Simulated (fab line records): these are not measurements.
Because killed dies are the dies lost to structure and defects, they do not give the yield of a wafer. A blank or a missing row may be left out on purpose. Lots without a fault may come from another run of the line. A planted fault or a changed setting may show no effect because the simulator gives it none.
fab line records    flow ritCmos
[record] lots = 14  wafers = 42  lastDay = 7
route steps=202 shown PSD@148 CONTACT@177 M1@184
lots with no fault: from the same line, run without faults
startH: hours from the record's opening day to when the first of the lot's shown wafers began    waitH: how many hours have passed since the lot's step before this one    " unchanged from the row above    L1.1+2: several wafers, shown together as one row    - no value present, or no start provided    * or withheld: withheld    < > ~ a bound
route shown NAME@n: NAME is a module with steps in the file, n the number in the route of the first one    usual: mean/standard deviation taken from wafers without a fault    same: alike in all rows    chamber/n: place in a boat    sites: per-site readings    _std_site: the standard deviation of these    _edge_site: mean of outer sites minus mean of inner sites    radiusMm: how far each site lies from the wafer's centre    mask NAME#n: copy n    behind: the most recent tool/chamber to have shaped the wafer    hold: cause of the lot's hold/its duration in hours/its outcome    device: names the non-switching transistor (n, p or np)    end of line: tests of these same wafers at the route's end    a step given without rows: its recipe and nothing more    killed: not the wafer's yield, but the dies lost to structure and defects at the first sort    map: the dies of a wafer, with x for killed, . for not killed, _ for no die there
set.NAME: the setting as run; set.NAME@STEP: as run at that earlier step    model.NAME: the simulator's own value behind a step, which no gauge read
a sample of lots followed through the steps of the route, with each step as a table and each wafer as a row
services: from which hour (startH, from the record's first day; less than 0 if before it) a tool's chamber was out of use, for how many hours, and why
[[steps]]
[step RIT_PSD_OVL_MEAS_06]
[usual] PSD_OVL = -0.2/1.2
lot.wafer  tool        chamber  startH  waitH  PSD_OVL[nm]
L102.1     overlay-02  -        56.03   -      0.8
L102.2     "           -        "       "      1.2
L102.5     "           -        "       "      0.1
L104.1     overlay-02  -        67.03   -      -1.5
L104.4     "           -        "       "      -0.2
L104.5     "           -        "       "      -1.1
L106.2     overlay-02  -        75.35   -      -1.1
L106.4     "           -        "       "      -1.0
L106.6     "           -        "       "      -1.6
L109.1     overlay-01  -        90.39   -      -0.5
L109.4     "           -        "       "      1.9
L109.5     "           -        "       "      -0.1
L112.1     overlay-02  -        105.03  -      -2.3
L112.4     "           -        "       "      0.0
L112.5     "           -        "       "      -0.3
L114.2     overlay-01  -        116.42  -      -1.4
L114.3     "           -        "       "      -1.3
L114.4     "           -        "       "      -1.0
L116.1     overlay-02  -        127.56  -      0.3
L116.2     "           -        "       "      0.6
L116.5     "           -        "       "      -0.4
L117.2     overlay-02  -        130.82  -      -0.8
L117.3     "           -        "       "      0.2
L117.4     "           -        "       "      2.0
L118.1     overlay-02  -        134.69  -      -1.0
L118.3     "           -        "       "      0.8
L118.4     "           -        "       "      -1.5
L119.1     overlay-02  -        138.76  -      0.1
L119.5     "           -        "       "      -0.9
L119.6     "           -        "       "      1.4
L120.2     overlay-01  -        144.21  -      0.8
L120.5     "           -        "       "      0.7
L120.6     "           -        "       "      0.7
L121.2     overlay-02  -        150.57  -      0.0
L121.4     "           -        "       "      1.5
L121.5     "           -        "       "      0.4
L123.1     overlay-02  -        163.69  -      -0.2
L123.4     "           -        "       "      -1.8
L123.5     "           -        "       "      1.1
L124.3     overlay-02  -        166.56  -      -1.9
L124.4     "           -        "       "      -1.0
L124.6     "           -        "       "      0.7
[step RIT_CONTACT_OVL_MEAS_09]
[usual] CONTACT_OVL = 0.1/1.4
lot.wafer  tool        chamber  startH  waitH  CONTACT_OVL[nm]
L102.1     overlay-02  -        59.25   0.1    0.1
L102.2     "           -        "       "      0.4
L102.5     "           -        "       "      0.2
L104.1     overlay-01  -        70.24   0.1    0.7
L104.4     "           -        "       "      -0.7
L104.5     "           -        "       "      -1.9
L106.2     overlay-01  -        78.60   0.1    0.4
L106.4     "           -        "       "      -0.5
L106.6     "           -        "       "      1.3
L109.1     overlay-02  -        93.67   0.1    -2.0
L109.4     "           -        "       "      -1.8
L109.5     "           -        "       "      -1.3
L112.1     overlay-02  -        108.38  0.1    0.6
L112.4     "           -        "       "      -0.8
L112.5     "           -        "       "      1.9
L114.2     overlay-01  -        119.74  0.1    1.4
L114.3     "           -        "       "      -0.5
L114.4     "           -        "       "      0.4
L116.1     overlay-01  -        130.87  0.1    -2.3
L116.2     "           -        "       "      0.5
L116.5     "           -        "       "      -1.3
L117.2     overlay-02  -        134.16  0.1    1.5
L117.3     "           -        "       "      0.3
L117.4     "           -        "       "      0.4
L118.1     overlay-01  -        138.06  0.1    -0.6
L118.3     "           -        "       "      1.1
L118.4     "           -        "       "      1.9
L119.1     overlay-01  -        142.07  0.1    0.1
L119.5     "           -        "       "      0.8
L119.6     "           -        "       "      2.0
L120.2     overlay-02  -        147.40  0.1    -1.5
L120.5     "           -        "       "      0.1
L120.6     "           -        "       "      1.4
L121.2     overlay-01  -        153.91  0.1    2.0
L121.4     "           -        "       "      1.5
L121.5     "           -        "       "      3.2
L123.1     overlay-01  -        167.23  0.1    -2.6
L123.4     "           -        "       "      -1.6
L123.5     "           -        "       "      -2.4
L124.3     overlay-01  -        169.76  0.1    0.6
L124.4     "           -        "       "      1.7
L124.6     "           -        "       "      2.2
[step RIT_M1_SPUTTER_00]
[recipe] material = Al  targetThkNm = 400  powerW = 2000  chamberPressurePa = 0.4  gas = Ar  timeS = 500  substrateTempC = 25
[usual] chamberPressurePa = 0.4002/0.00067  throttleValvePct = 30.0/1.1
lot.wafer  tool           chamber  startH  waitH  chamberPressurePa  throttleValvePct
L102.1     pvdSputter-04  -        60.27   0.0    0.4007             29.2
L102.2     "              -        "       "      0.4009             31.3
L102.5     "              -        "       "      0.3998             31.2
L104.1     pvdSputter-03  -        71.28   0.0    0.3997             29.9
L104.4     "              -        "       "      0.3982             28.7
L104.5     "              -        "       "      0.4002             29.9
L106.2     pvdSputter-03  -        79.69   0.0    0.3994             30.9
L106.4     "              -        "       "      0.3997             28.5
L106.6     "              -        "       "      0.4009             31.3
L109.1     pvdSputter-04  -        94.73   0.0    0.3998             28.8
L109.4     "              -        "       "      0.3996             31.4
L109.5     "              -        "       "      0.3996             31.3
L112.1     pvdSputter-03  -        109.49  0.0    0.4002             30.8
L112.4     "              -        "       "      0.4006             30.0
L112.5     "              -        "       "      0.4003             28.8
L114.2     pvdSputter-03  -        120.76  0.0    0.4012             29.8
L114.3     "              -        "       "      0.4005             31.1
L114.4     "              -        "       "      0.3997             28.6
L116.1     pvdSputter-03  -        132.14  0.0    0.4005             28.9
L116.2     "              -        "       "      0.4011             28.6
L116.5     "              -        "       "      0.3991             31.2
L117.2     pvdSputter-04  -        135.29  0.0    0.4008             29.1
L117.3     "              -        "       "      0.3999             31.5
L117.4     "              -        "       "      0.4012             29.0
L118.1     pvdSputter-03  -        139.09  0.0    0.4002             29.9
L118.3     "              -        "       "      0.4014             28.5
L118.4     "              -        "       "      0.4003             30.9
L119.1     pvdSputter-04  -        143.10  0.0    0.4003             29.0
L119.5     "              -        "       "      0.4003             29.1
L119.6     "              -        "       "      0.4005             29.1
L120.2     pvdSputter-03  -        148.42  0.0    0.4001             31.1
L120.5     "              -        "       "      0.4012             28.6
L120.6     "              -        "       "      0.4010             31.2
L121.2     pvdSputter-04  -        154.96  0.0    0.3515             33.7
L121.4     "              -        "       "      0.3522             30.8
L121.5     "              -        "       "      0.3524             33.3
L123.1     pvdSputter-03  -        168.27  0.0    0.4003             28.8
L123.4     "              -        "       "      0.4004             29.7
L123.5     "              -        "       "      0.4005             28.6
L124.3     pvdSputter-04  -        170.86  0.0    0.3517             33.4
L124.4     "              -        "       "      0.3521             33.3
L124.6     "              -        "       "      0.3522             33.2
[step RIT_M1_RS_MEAS_01]
[recipe] thkMeasGauge = four-point-probe  reads = Al_of_M1_SPUTTER_00
[usual] M1_AL_RS = 0.0737/0.00071
lot.wafer  tool          chamber  startH  waitH  M1_AL_RS[ohm/sq]
L102.1     filmMetro-03  -        60.57   0.1    0.0744
L102.2     "             -        "       "      0.0739
L102.5     "             -        "       "      0.0744
L104.1     filmMetro-02  -        71.58   0.1    0.0747
L104.4     "             -        "       "      0.0742
L104.5     "             -        "       "      0.0753
L106.2     filmMetro-02  -        80.00   0.2    0.0727
L106.4     "             -        "       "      0.0723
L106.6     "             -        "       "      0.0731
L109.1     filmMetro-03  -        95.02   0.1    0.0737
L109.4     "             -        "       "      0.0737
L109.5     "             -        "       "      0.0736
L112.1     filmMetro-04  -        109.78  0.1    0.0750
L112.4     "             -        "       "      0.0752
L112.5     "             -        "       "      0.0750
L114.2     filmMetro-02  -        121.07  0.2    0.0734
L114.3     "             -        "       "      0.0725
L114.4     "             -        "       "      0.0726
L116.1     filmMetro-02  -        132.43  0.1    0.0745
L116.2     "             -        "       "      0.0736
L116.5     "             -        "       "      0.0743
L117.2     filmMetro-04  -        135.61  0.2    0.0725
L117.3     "             -        "       "      0.0734
L117.4     "             -        "       "      0.0727
L118.1     filmMetro-02  -        139.38  0.1    0.0744
L118.3     "             -        "       "      0.0730
L118.4     "             -        "       "      0.0739
L119.1     filmMetro-03  -        143.39  0.1    0.0738
L119.5     "             -        "       "      0.0741
L119.6     "             -        "       "      0.0740
L120.2     filmMetro-04  -        148.73  0.2    0.0734
L120.5     "             -        "       "      0.0736
L120.6     "             -        "       "      0.0740
L121.2     filmMetro-02  -        155.28  0.2    0.0716
L121.4     "             -        "       "      0.0709
L121.5     "             -        "       "      0.0714
L123.1     filmMetro-03  -        168.57  0.1    0.0736
L123.4     "             -        "       "      0.0734
L123.5     "             -        "       "      0.0730
L124.3     filmMetro-03  -        171.19  0.2    0.0707
L124.4     "             -        "       "      0.0701
L124.6     "             -        "       "      0.0705
[step RIT_M1_BOW_MEAS_16]
[recipe] mode = bow
[usual] M1_BOW = 17/6.9
lot.wafer  tool          chamber  startH  waitH  M1_BOW[um]
L102.1     filmMetro-02  -        64.17   0.0    27
L102.2     "             -        "       "      16
L102.5     "             -        "       "      18
L104.1     filmMetro-03  -        75.19   0.0    16
L104.4     "             -        "       "      17
L104.5     "             -        "       "      19
L106.2     filmMetro-04  -        84.16   0.0    20
L106.4     "             -        "       "      1
L106.6     "             -        "       "      12
L109.1     filmMetro-02  -        98.62   0.0    12
L109.4     "             -        "       "      25
L109.5     "             -        "       "      0
L112.1     filmMetro-04  -        113.38  0.0    20
L112.4     "             -        "       "      20
L112.5     "             -        "       "      16
L114.2     filmMetro-02  -        124.67  0.0    23
L114.3     "             -        "       "      26
L114.4     "             -        "       "      21
L116.1     filmMetro-04  -        136.31  0.0    7
L116.2     "             -        "       "      25
L116.5     "             -        "       "      13
L117.2     filmMetro-04  -        139.20  0.0    28
L117.3     "             -        "       "      16
L117.4     "             -        "       "      12
L118.1     filmMetro-02  -        143.55  0.0    20
L118.3     "             -        "       "      -1
L118.4     "             -        "       "      23
L119.1     filmMetro-02  -        147.09  0.0    13
L119.5     "             -        "       "      3
L119.6     "             -        "       "      9
L120.2     filmMetro-04  -        152.51  0.0    17
L120.5     "             -        "       "      25
L120.6     "             -        "       "      24
L121.2     filmMetro-03  -        159.85  0.0    23
L121.4     "             -        "       "      9
L121.5     "             -        "       "      13
L123.1     filmMetro-04  -        172.48  0.0    23
L123.4     "             -        "       "      22
L123.5     "             -        "       "      25
L124.3     filmMetro-03  -        175.01  0.0    15
L124.4     "             -        "       "      11
L124.6     "             -        "       "      22
[step RIT_M1_PROBE_99]
[usual] killedAtContacts = 0.0/0.18  killedAtFrontEnd = 7/3.1  killedDies = 7/3.1  killedOpen = 3.5/2.1  killedShort = 3.5/2
[same] grossDies = 264  killed_at_M0_to_M3 = 0  killed_at_M4_up = 0  killedAtBackSide = 0  killedAtOther = 0
lot.wafer  tool       chamber  startH  waitH  killedAtContacts  killedAtFrontEnd  killedDies  killedOpen  killedShort
L102.1     prober-02  -        64.29   0.1    0                 6                 6           3           3
L102.2     prober-02  -        64.34   0.1    0                 8                 8           2           6
L102.5     prober-02  -        64.49   0.2    0                 16                16          6           10
L104.1     prober-02  -        75.31   0.1    0                 6                 6           4           2
L104.4     prober-02  -        75.46   0.2    0                 9                 9           4           5
L104.5     prober-02  -        75.51   0.2    0                 2                 2           1           1
L106.2     prober-02  -        84.31   0.1    0                 7                 7           4           3
L106.4     prober-02  -        84.41   0.2    0                 7                 7           5           2
L106.6     prober-02  -        84.51   0.2    0                 9                 9           6           3
L109.1     prober-01  -        98.74   0.1    0                 5                 5           3           2
L109.4     prober-01  -        98.89   0.2    1                 4                 5           4           1
L109.5     prober-01  -        98.94   0.2    0                 8                 8           3           5
L112.1     prober-02  -        113.50  0.1    0                 1                 1           0           1
L112.4     prober-02  -        113.65  0.2    0                 3                 3           1           2
L112.5     prober-02  -        113.70  0.2    0                 5                 5           3           2
L114.2     prober-02  -        124.82  0.1    0                 6                 6           2           4
L114.3     prober-02  -        124.87  0.2    0                 9                 9           7           2
L114.4     prober-02  -        124.92  0.2    0                 9                 9           4           5
L116.1     prober-02  -        136.43  0.1    0                 5                 5           0           5
L116.2     prober-02  -        136.48  0.1    1                 10                11          4           7
L116.5     prober-02  -        136.63  0.2    0                 10                10          7           3
L117.2     prober-01  -        139.35  0.1    0                 8                 8           2           6
L117.3     prober-01  -        139.40  0.2    0                 4                 4           1           3
L117.4     prober-01  -        139.45  0.2    0                 7                 7           4           3
L118.1     prober-02  -        143.67  0.1    0                 4                 4           1           3
L118.3     prober-02  -        143.77  0.2    0                 12                12          5           7
L118.4     prober-02  -        143.82  0.2    0                 10                10          7           3
L119.1     prober-01  -        147.21  0.1    0                 16                16          8           8
L119.5     prober-01  -        147.41  0.2    0                 7                 7           5           2
L119.6     prober-01  -        147.46  0.2    0                 8                 8           3           5
L120.2     prober-02  -        152.66  0.1    0                 4                 4           3           1
L120.5     prober-02  -        152.81  0.2    0                 6                 6           2           4
L120.6     prober-02  -        152.86  0.2    0                 9                 9           6           3
L121.2     prober-01  -        160.00  0.1    0                 10                10          7           3
L121.4     prober-01  -        160.10  0.2    0                 9                 9           5           4
L121.5     prober-01  -        160.15  0.2    0                 8                 8           3           5
L123.1     prober-02  -        172.60  0.1    0                 2                 2           0           2
L123.4     prober-02  -        172.75  0.2    0                 5                 5           4           0
L123.5     prober-02  -        172.80  0.2    0                 9                 9           6           3
L124.3     prober-01  -        175.19  0.2    0                 5                 5           2           3
L124.4     prober-01  -        175.24  0.2    0                 6                 6           3           3
L124.6     prober-01  -        175.34  0.2    0                 11                11          6           5
// killed by level:class
L102.1 FOX2:geometricParticle:open=1 GATE:geometricParticle:short=1 REOX:geometricParticle:open=1 SPACER:geometricParticle:open=1 SPACER:geometricParticle:short=1 SILICIDE:geometricParticle:short=1
L102.2 GATE:geometricParticle:short=3 ACTIVE:geometricParticle:short=1 GATE:geometricParticle:open=1 SPACER:geometricParticle:short=1 SPACER:geometricParticle:open=1 SILICIDE:geometricParticle:short=1
L102.5 GATE:geometricParticle:short=3 GATE:geometricParticle:open=3 FOX1:geometricParticle:short=2 REOX:geometricParticle:short=2 REOX:geometricParticle:open=2 SPACER:geometricParticle:short=2 FOX1:geometricParticle:open=1 SILICIDE:geometricParticle:short=1
L104.1 FOX2:geometricParticle:open=2 REOX:geometricParticle:short=1 SPACER:geometricParticle:short=1 SPACER:geometricParticle:open=1 SILICIDE:geometricParticle:open=1
L104.4 FOX2:geometricParticle:open=3 REOX:geometricParticle:short=3 GATE:geometricParticle:short=1 SPACER:geometricParticle:open=1 SILICIDE:geometricParticle:short=1
L104.5 GATE:geometricParticle:short=1 SILICIDE:geometricParticle:open=1
L106.2 FOX1:geometricParticle:open=2 GATE:geometricParticle:short=2 GATE:geometricParticle:open=1 SPACER:geometricParticle:short=1 SPACER:geometricParticle:open=1
L106.4 GATE:geometricParticle:open=2 SPACER:geometricParticle:open=2 REOX:geometricParticle:short=1 REOX:geometricParticle:open=1 SPACER:geometricParticle:short=1
L106.6 SPACER:geometricParticle:open=2 FOX1:geometricParticle:open=1 FOX2:geometricParticle:short=1 GATE:geometricParticle:short=1 GATE:geometricParticle:open=1 REOX:geometricParticle:open=1 REOX:geometricParticle:short=1 SILICIDE:geometricParticle:open=1
L109.1 FOX1:geometricParticle:short=1 FOX2:geometricParticle:open=1 GATE:geometricParticle:open=1 SPACER:geometricParticle:open=1 SPACER:geometricParticle:short=1
L109.4 GATE:geometricParticle:open=2 FOX1:geometricParticle:open=1 FOX2:geometricParticle:open=1 CONTACT:geometricParticle:short=1
L109.5 FOX1:geometricParticle:short=2 GATE:geometricParticle:open=2 SPACER:geometricParticle:short=2 REOX:geometricParticle:short=1 REOX:geometricParticle:open=1
L112.1 FOX1:geometricParticle:short=1
L112.4 GATE:geometricParticle:short=2 REOX:geometricParticle:open=1
L112.5 GATE:geometricParticle:open=3 SILICIDE:geometricParticle:short=1 GATE:geometricParticle:short=1
L114.2 SILICIDE:geometricParticle:short=2 FOX2:geometricParticle:short=1 FOX2:geometricParticle:open=1 SPACER:geometricParticle:short=1 SPACER:geometricParticle:open=1
L114.3 SILICIDE:geometricParticle:open=5 GATE:geometricParticle:open=2 GATE:geometricParticle:short=2
L114.4 FOX2:geometricParticle:short=2 GATE:geometricParticle:short=2 FOX1:geometricParticle:open=1 FOX1:geometricParticle:short=1 GATE:geometricParticle:open=1 REOX:geometricParticle:open=1 SILICIDE:geometricParticle:open=1
L116.1 FOX1:geometricParticle:short=2 GATE:geometricParticle:short=2 SILICIDE:geometricParticle:short=1
L116.2 GATE:geometricParticle:short=4 GATE:geometricParticle:open=3 FOX2:geometricParticle:short=1 SPACER:geometricParticle:open=1 SPACER:geometricParticle:short=1 CONTACT:geometricParticle:short=1
L116.5 GATE:geometricParticle:open=5 GATE:geometricParticle:short=3 FOX2:geometricParticle:open=1 SILICIDE:geometricParticle:open=1
L117.2 SPACER:geometricParticle:short=3 REOX:geometricParticle:short=2 FOX1:geometricParticle:open=1 FOX2:geometricParticle:short=1 REOX:geometricParticle:open=1
L117.3 SPACER:geometricParticle:short=2 FOX1:geometricParticle:short=1 FOX1:geometricParticle:open=1
L117.4 SPACER:geometricParticle:open=2 GATE:geometricParticle:open=1 GATE:geometricParticle:short=1 REOX:geometricParticle:short=1 REOX:geometricParticle:open=1 SPACER:geometricParticle:short=1
L118.1 FOX1:geometricParticle:short=1 FOX1:geometricParticle:open=1 SPACER:geometricParticle:short=1 SILICIDE:geometricParticle:short=1
L118.3 SILICIDE:geometricParticle:short=4 FOX2:geometricParticle:open=2 SPACER:geometricParticle:short=2 FOX1:geometricParticle:open=1 GATE:geometricParticle:short=1 SPACER:geometricParticle:open=1 SILICIDE:geometricParticle:open=1
L118.4 GATE:geometricParticle:open=3 SPACER:geometricParticle:open=2 SILICIDE:geometricParticle:open=2 GATE:geometricParticle:short=1 SPACER:geometricParticle:short=1 SILICIDE:geometricParticle:short=1
L119.1 FOX2:geometricParticle:short=3 REOX:geometricParticle:open=3 FOX1:geometricParticle:short=2 GATE:geometricParticle:open=2 REOX:geometricParticle:short=2 FOX2:geometricParticle:open=1 GATE:geometricParticle:short=1 SPACER:geometricParticle:open=1
L119.5 GATE:geometricParticle:open=2 SILICIDE:geometricParticle:open=2 FOX1:geometricParticle:short=1 SPACER:geometricParticle:open=1 SILICIDE:geometricParticle:short=1
L119.6 SPACER:geometricParticle:short=2 FOX1:geometricParticle:open=1 FOX1:geometricParticle:short=1 REOX:geometricParticle:short=1 SPACER:geometricParticle:open=1 SILICIDE:geometricParticle:open=1 SILICIDE:geometricParticle:short=1
L120.2 FOX2:geometricParticle:open=1 GATE:geometricParticle:short=1 REOX:geometricParticle:open=1 SPACER:geometricParticle:open=1
L120.5 GATE:geometricParticle:short=3 SPACER:geometricParticle:open=2 SILICIDE:geometricParticle:short=1
L120.6 FOX2:geometricParticle:open=2 SPACER:geometricParticle:short=2 FOX1:geometricParticle:open=1 GATE:geometricParticle:open=1 REOX:geometricParticle:open=1 SPACER:geometricParticle:open=1 SILICIDE:geometricParticle:short=1
L121.2 FOX2:geometricParticle:open=3 GATE:geometricParticle:open=2 FOX1:geometricParticle:short=1 FOX2:geometricParticle:short=1 GATE:geometricParticle:short=1 REOX:geometricParticle:open=1 SPACER:geometricParticle:open=1
L121.4 GATE:geometricParticle:open=3 GATE:geometricParticle:short=3 FOX1:geometricParticle:short=1 FOX2:geometricParticle:open=1 SILICIDE:geometricParticle:open=1
L121.5 FOX1:geometricParticle:short=2 GATE:geometricParticle:open=2 GATE:geometricParticle:short=2 FOX1:geometricParticle:open=1 SPACER:geometricParticle:short=1
L123.1 SPACER:geometricParticle:short=2
L123.4 GATE:geometricParticle:open=3 REOX:geometricParticle:open=1 GATE:coatMicrobubblePrinted=1
L123.5 FOX2:geometricParticle:open=2 GATE:geometricParticle:open=2 FOX1:geometricParticle:open=1 FOX2:geometricParticle:short=1 SILICIDE:geometricParticle:open=1 GATE:geometricParticle:short=1 REOX:geometricParticle:short=1
L124.3 GATE:geometricParticle:short=2 GATE:geometricParticle:open=2 REOX:geometricParticle:short=1
L124.4 FOX2:geometricParticle:short=2 GATE:geometricParticle:short=1 GATE:geometricParticle:open=1 REOX:geometricParticle:open=1 SPACER:geometricParticle:open=1
L124.6 GATE:geometricParticle:open=4 GATE:geometricParticle:short=2 ACTIVE:geometricParticle:short=1 FOX2:geometricParticle:open=1 REOX:geometricParticle:short=1 REOX:geometricParticle:open=1 SILICIDE:geometricParticle:short=1
[[services]]
tool           chamber  startH  hours  kind
pvdSputter-04  -        116.17  3.9    repair
pvdSputter-03  -        156.35  5.7    repair
pvdSputter-04  -        158.75  11.4   repair
[[key]]
[firstSign] step = RIT_M1_SPUTTER_00  reading = chamberPressurePa  direction = down  sigmas = 72  usual = 0.4002  struck = 0.3520
[effect] step = RIT_M1_RS_MEAS_01  reading = M1_AL_RS  direction = down  sigmas = 4  usual = 0.0737  struck = 0.0709
metAt RIT_M1_SPUTTER_00
struckLots L121,L124
testerLeftOut L124
notActingAt RIT_PSD_OVL_MEAS_06,RIT_CONTACT_OVL_MEAS_09,RIT_M1_BOW_MEAS_16
onsetBetween 143.10 154.96
[earlierFault] kind = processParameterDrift  tool = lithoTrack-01  chamber = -  onsetH = 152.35  steps = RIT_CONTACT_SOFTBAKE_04  channel = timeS  offset = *  shape = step  actsIn = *  stated = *
[earlierFault] kind = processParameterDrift  tool = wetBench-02  chamber = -  onsetH = 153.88  steps = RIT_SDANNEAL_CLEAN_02  channel = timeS  offset = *  shape = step  endH = 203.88  actsIn = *  stated = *
[fault] kind = processParameterDrift  tool = pvdSputter-04  chamber = -  onsetH = 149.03  steps = RIT_M1_SPUTTER_00  channel = chamberPressurePa  offset = -0.048126  shape = step  actsIn = theseRecipesOnly  stated = 0.4
// testerLeftOut: of these lots the tester's yield and bins aren't shown, on N5 and GAA mostly nor the transistor test; their killed dies are dies lost to structure and defects alone, not to doping, threshold or leakage, so they don't give the yield
